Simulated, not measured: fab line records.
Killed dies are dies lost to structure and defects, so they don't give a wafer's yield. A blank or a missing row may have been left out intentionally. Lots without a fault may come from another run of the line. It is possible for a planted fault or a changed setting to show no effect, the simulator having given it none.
A lot that was struck, set against a sound lot | flow rit-cmos | 19 steps out of a route of 202
Sound: the wafers L584.1, L584.3, L584.6. The struck wafers were L587.2, L587.4, L587.6. Last of all comes the cause.
At each step with rows: each side's tool, then ch and its chambers, then its first start. Under that, the readings that differ: sound wafers | struck wafers | difference of the means | sigmas: that difference in standard deviations of wafers without a fault.
alike: words and numbers the same on both sides, and readings whose means are apart by under 2 such deviations; not compared: readings that were withheld, readings missing a value for some wafer, numbers with overlapping values and no deviation given by the record, and bounds like >300 which may hide the same value.
Wherever a step has rows on one side only, a row that says differs or no value, or a row with sigmas, the two part there. Numbers that have no deviation but don't overlap get no sigmas and don't part them. A reading that every wafer of one side lacks parts them only if that side has two wafers or more.

first, 1 step without rows for these wafers: RIT_GATE_CLEAN_04 (cleans in dHF, time 60 s).
RIT_FOX2_THK_MEAS_91:
  struck on film-metro-02, day 3 09:12; sound on film-metro-04, day 2 17:37
  alike: FIELD_OXIDE_LEFT_2_THK
then, 2 steps without rows for these wafers: RIT_GATE_OXIDATION_05 (target thk 3 nm, ox time 270 s); RIT_GATE_ANNEAL_06 (time 600 s).
RIT_GATE_THK_MEAS_07:
  struck on film-metro-02, day 3 11:04; sound on film-metro-03, day 2 19:48
  reading             | sound          | struck         | difference | sigmas
  GATE_OXIDE_THK (nm) | 2.82 2.84 2.84 | 2.93 3.03 3.02 | +0.16      | +2
then, 1 step without rows for these wafers: RIT_GATE_CVD_08 (deposits poly-Si from SiH4, target thk 250 nm, time 2220 s).
RIT_GATE_THK_MEAS_09:
  struck on film-metro-02, day 3 13:32; sound on film-metro-04, day 2 22:17
  alike: GATE_POLY_THK
then, 5 steps without rows for these wafers: RIT_GATE_HMDS_10 (prime time 60 s); RIT_GATE_COAT_11 (resist thk 850 nm); RIT_GATE_SOFTBAKE_12 (time 60 s); RIT_GATE_EXPOSE_13 (exposes mask M6, target cd 150 nm); RIT_GATE_PEB_14.
RIT_GATE_DEVELOP_15: develop time 50 s.
  sound on litho-track-03 ch 0, day 2 23:00; struck on litho-track-03 ch 0, day 3 14:00
  reading              | sound             | struck            | difference | sigmas
  developer-temp-C (C) | 22.93 22.97 22.86 | 20.55 20.40 20.62 | -2.40      | -18
  alike: chill-plate-temp-C
RIT_GATE_CD_MEAS_16: the cd target is 150 nm.
  struck on cd-sem-02, day 3 14:57; sound on cd-sem-02, day 2 23:21
  reading    | sound             | struck            | difference | sigmas
  cd-nm (nm) | 148.1 151.3 149.0 | 134.0 135.5 134.9 | -14.7      | -7
  not compared: hold
RIT_GATE_OVL_MEAS_17:
  struck on overlay-01, day 3 17:07; sound on overlay-02, day 2 23:28
  reading       | sound          | struck                                                                     | difference                   | sigmas
  hold          | - - -          | await-dispo/2.0h/release await-dispo/2.0h/release await-dispo/2.0h/release | no value on the sound wafers |
  GATE_OVL (nm) | -1.6 -0.8 -0.8 | 3.6 2.7 3.2                                                                | +4.2                         | +3
then, 1 step without rows for these wafers: RIT_GATE_HARDBAKE_18 (time 60 s).
RIT_GATE_ETCH_19: etches poly-Si in SF6/CHF3/O2, stops on SiO2, time 165 s, target depth 312.5 nm.
  sound on rie-si-01 ch 2,3, day 2 23:40; struck on rie-si-02 ch 0,1, day 3 17:24
  reading               | sound             | struck            | difference | sigmas
  model.GATE.cd-nm (nm) | 148.4 151.4 149.2 | 133.7 135.5 134.8 | -15.0      |
  alike: CHF3_flow_sccm, O2_flow_sccm, chamber-pressure-mTorr, drypump-motor-current-A, he-backside-leak-sccm, oes-product-au, throttle-valve-pct
  not compared: rf-hours-counter-h
RIT_GATE_STRIP_20: strips in O2, time 180 s.
  sound on plasma-asher-03 ch 0,1, day 2 23:46; struck on plasma-asher-03 ch 0,1, day 3 17:31
  alike: chamber-pressure-mTorr, drypump-motor-current-A
  not compared: rf-hours-counter-h
RIT_M1_PROBE_99:
  struck on prober-01, day 4 17:44; sound on prober-02, day 3 19:38
  alike: killed-at-front-end, killed-dies, killed-open, killed-short

WHERE THEY PART
First at RIT_GATE_THK_MEAS_07; last, within this record, at RIT_GATE_OVL_MEAS_17. Later steps at which nothing parts them and some readings are alike: RIT_GATE_ETCH_19, RIT_GATE_STRIP_20, RIT_M1_PROBE_99.

WHY: what had been put in by the simulator
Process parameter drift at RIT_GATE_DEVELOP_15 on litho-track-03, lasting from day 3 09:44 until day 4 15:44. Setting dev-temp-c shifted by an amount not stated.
